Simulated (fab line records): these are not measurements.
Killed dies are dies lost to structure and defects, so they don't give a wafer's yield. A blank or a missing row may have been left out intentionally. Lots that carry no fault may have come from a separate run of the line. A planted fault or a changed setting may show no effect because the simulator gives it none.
2 desks looking at one fault ; flow berkeley_cmos170 ; each desk holds nothing but its own numbers, with what lay behind them at the end

== TOOL OWNER'S DESK, implanter-04 ==
The tool's own readings at UCB170_NVT_IMPLANT_07, given as means over the sampled wafers that have a number, one for each lot that went through this tool. Any lot whose mean is over 4 standard deviations away from the usual mean is out of limits and marked OUT; that distance is given in the brackets.
Columns: A = beam_energy_keV at UCB170_NVT_IMPLANT_07, usual 50.000; B = end_station_pressure_torr at UCB170_NVT_IMPLANT_07, usual 5.03e-06 Torr
lot;first seen here;A;B
L304;day 7 12:39;49.994;5.25e-06
L307;day 8 00:59;50.013;4.83e-06
L309;day 8 21:32;49.999;5.07e-06
L311;day 9 07:46;49.999;4.79e-06
L316;day 10 05:05;61.019 (+99 or more) OUT;5.01e-06
L319;day 11 01:33;61.013 (+99 or more) OUT;5.04e-06
This desk's finding: out of limits on L316, L319; first on L316, day 10 05:05 (beam_energy_keV at UCB170_NVT_IMPLANT_07). In limits: L304, L307, L309, L311.

== FROM THE METROLOGY DESK ==
Lot by lot, what the gauges showed, no matter which tool ran the lot: averages of those sampled wafers that carry a number. Any lot whose mean is over 4 standard deviations away from the usual mean is out of limits and marked OUT; that distance is given in the brackets.
Columns: A = NVT_TW at UCB170_NVT_TW_MEAS_09, usual 523
lot;first seen here;A
L302;day 7 12:27;527
L305;day 7 12:40;528
L304;day 7 12:54;521
L303;day 7 13:09;520
L306;day 8 00:57;527
L307;day 8 01:14;516
L308;day 8 11:14;517
L309;day 8 21:47;527
L310;day 8 22:07;521
L311;day 9 08:01;514
L316;day 10 05:20;555 (+6.3) OUT
L319;day 11 01:48;553 (+6.0) OUT
L322;day 11 10:12;514
L323;day 11 23:06;525
Finding of this desk: L316, L319 out of limits, first seen on L316 at day 10 05:20 (NVT_TW at UCB170_NVT_TW_MEAS_09). In limits: L302, L305, L304, L303, L306, L307, L308, L309, L310, L311, L322, L323.

== PUT TOGETHER ==
An alarm could have come from the tool owner's desk at day 10 05:05, on L316, L319.
The metrology desk could have raised an alarm at day 10 05:20, on L316, L319.
UCB170_NVT_IMPLANT_07 was run on implanter-04 by each of the lots named.

== WHAT THE SIMULATOR PUT IN ==
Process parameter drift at UCB170_NVT_IMPLANT_07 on implanter-04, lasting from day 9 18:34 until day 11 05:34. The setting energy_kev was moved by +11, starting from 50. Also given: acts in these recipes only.
Lots struck among those shown: L316, L319.
Delay (hours) between the fault's onset and each desk's first out-of-limits reading: 11 at the tool owner's desk, 11 at the metrology desk.
